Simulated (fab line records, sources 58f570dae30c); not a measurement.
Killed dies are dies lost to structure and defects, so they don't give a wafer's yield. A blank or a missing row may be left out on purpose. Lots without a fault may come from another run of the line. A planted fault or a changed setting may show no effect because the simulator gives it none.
Which tool did it? | flow berkeley_cmos170 | 7 lots, 21 wafers sampled, at 3 steps of a route of 331

WHAT THE GAUGES READ, wafer by wafer
UCB170_FIELD_THK_MEAS_02.
lot  | measured    | on            | FIELD_OXIDE_THK (nm)
L862 | day 5 16:47 | film_metro-03 | 569 573 561
L865 | day 6 17:19 | film_metro-03 | 561 562 566
L867 | day 6 17:21 | film_metro-04 | 570 556 564
L871 | day 7 00:25 | film_metro-02 | 551 546 553
L872 | day 7 22:29 | film_metro-04 | 537 529 537
L874 | day 8 06:59 | film_metro-02 | 550 553 553
L881 | day 9 12:19 | film_metro-03 | 638 634 643

WHICH TOOL RAN EACH LOT (tool, then ch and the chambers of the sampled wafers, then the start)
lot  | UCB170_PFIELD_STRIP_08              | UCB170_FIELD_OXIDATION_01
L862 | plasma_asher-01 ch 0,1, day 5 11:47 | furnace-04 ch 0, day 5 13:46
L865 | plasma_asher-01 ch 0,1, day 6 11:11 | furnace-04 ch 0, day 6 14:19
L867 | plasma_asher-03 ch 0,1, day 6 11:29 | furnace-04 ch 0, day 6 14:19
L871 | plasma_asher-03 ch 0,1, day 6 19:13 | furnace-04 ch 0, day 6 21:21
L872 | plasma_asher-02 ch 0,1, day 7 15:20 | furnace-01 ch 0, day 7 19:28
L874 | plasma_asher-03 ch 0,1, day 7 23:05 | furnace-02 ch 0, day 8 03:59
L881 | plasma_asher-01 ch 0,1, day 9 05:52 | furnace-04 ch 0, day 9 09:19
- UCB170_PFIELD_STRIP_08: strips in O2.
- UCB170_FIELD_OXIDATION_01: target thk 558.3 nm, ox time 7200 s.

THE ANSWER, worked out from the rows above alone
Rule: what is usual is taken from the lots themselves. Put in order of their means at a reading, lots are off if they are a third of the lots or fewer, leave a main group of 4 or more, and stand apart from it by a gap of 3 or more times the standard deviation of the main group's means; of several such gaps the widest counts. A main group whose means are all the same, to the digits that the tables above print for the reading, isn't used. A lot without any number at a reading at which 4 lots or more have one is off too. The other lots that the step has rows for count as sound.
Off: L881, at UCB170_FIELD_THK_MEAS_02 (FIELD_OXIDE_THK). The main group: mean 555 nm, standard deviation 11.
A tool fits if, at a process step before that reading, it ran every lot that is off, and no sound lot after the first of them. The gauges at UCB170_FIELD_THK_MEAS_02 are tried like those tools. Can't be told from this: 3 tools fit, plasma_asher-01 at UCB170_PFIELD_STRIP_08, furnace-04 at UCB170_FIELD_OXIDATION_01, film_metro-03 at UCB170_FIELD_THK_MEAS_02.

WHAT THE SIMULATOR HAD PUT IN
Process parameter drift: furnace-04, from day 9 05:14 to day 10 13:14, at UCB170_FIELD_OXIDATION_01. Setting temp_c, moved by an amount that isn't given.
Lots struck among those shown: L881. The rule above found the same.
